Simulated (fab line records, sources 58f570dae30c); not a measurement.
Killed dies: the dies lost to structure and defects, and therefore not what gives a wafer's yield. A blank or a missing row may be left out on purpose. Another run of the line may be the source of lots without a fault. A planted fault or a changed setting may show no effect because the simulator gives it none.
2 desks, one fault / flow berkeley_cmos170 / each desk has only its own numbers; what lay behind them comes last

## AT THE METROLOGY DESK
What the gauges read, lot by lot, whatever tool the lot ran on: means of the sampled wafers that have a number. If a lot's mean is further than 4 standard deviations from the usual mean, the lot is out of limits and carries the mark OUT (the distance appears in the brackets).
Columns: A = cd_nm at UCB170_CONTACT_CD_MEAS_90, usual 699.6 nm; B = M3_OVL at UCB170_M3_OVL_MEAS_16, usual -2 nm
lot=L770; first seen here=day 7 08:17; A=698.6; B=-2
lot=L772; first seen here=day 7 09:40; A=701.3; B=3
lot=L771; first seen here=day 7 09:55; A=699.6; B=4
lot=L776; first seen here=day 8 14:43; A=701.0; B=-7
lot=L775; first seen here=day 8 15:03; A=699.0; B=-6
lot=L777; first seen here=day 8 22:33; A=699.4; B=-1
lot=L779; first seen here=day 8 22:51; A=700.7; B=-2
lot=L783; first seen here=day 10 01:32; A=700.2; B=-1
lot=L781; first seen here=day 10 02:19; A=698.5; B=-12
lot=L785; first seen here=day 10 04:35; A=698.6; B=-9
lot=L789; first seen here=day 10 15:11; A=699.4; B=-3
lot=L790; first seen here=day 11 06:02; A=699.7; B=3
lot=L792; first seen here=day 11 15:46; A=698.2; B=-6
lot=L791; first seen here=day 11 16:32; A=700.5; B=-5
Finding of this desk: none of the 14 lots has anything out of limits.

## DESK OF THE TOOL OWNER: litho_track-04
The tool's own readings at UCB170_M3_DEVELOP_14 (develop time 45 s): means of the sampled wafers that have a number, for each lot that ran on this tool. If a lot's mean is further than 4 standard deviations from the usual mean, the lot is out of limits and carries the mark OUT (the distance appears in the brackets).
Columns: A = developer_temp_C at UCB170_M3_DEVELOP_14, usual 20.99 C; B = resist_line_temp_C at UCB170_M3_DEVELOP_14, usual 23.02 C
lot=L770; first seen here=day 8 01:00; A=21.00; B=22.92
lot=L771; first seen here=day 8 04:00; A=21.15; B=23.06
lot=L776; first seen here=day 9 11:00; A=20.87; B=23.07
lot=L777; first seen here=day 9 15:00; A=20.95; B=23.06
lot=L779; first seen here=day 9 15:00; A=21.09; B=22.89
lot=L783; first seen here=day 10 21:00; A=21.68 (+7.2) OUT; B=22.99
lot=L785; first seen here=day 11 00:00; A=21.79 (+8.4) OUT; B=23.01
This desk finds L783, L785 out of limits, L783 being first, at day 10 21:00 (developer_temp_C at UCB170_M3_DEVELOP_14). In limits: L770, L771, L776, L777, L779.

## ALL TOGETHER
The tool owner's desk could have raised an alarm at day 10 21:00, on L783, L785.
From the metrology desk's view, nothing was out of limits.
The metrology desk has L783, L785 on record, within its limits.
All the named lots went through UCB170_M3_DEVELOP_14 on litho_track-04.

## WHAT THE SIMULATOR HAD INSERTED
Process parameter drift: litho_track-04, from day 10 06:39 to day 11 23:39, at UCB170_M3_DEVELOP_14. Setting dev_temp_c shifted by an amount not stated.
Lots struck among those shown: L783, L785.
Hours from the fault's start to each desk's first reading out of limits: the tool owner's desk, 14.
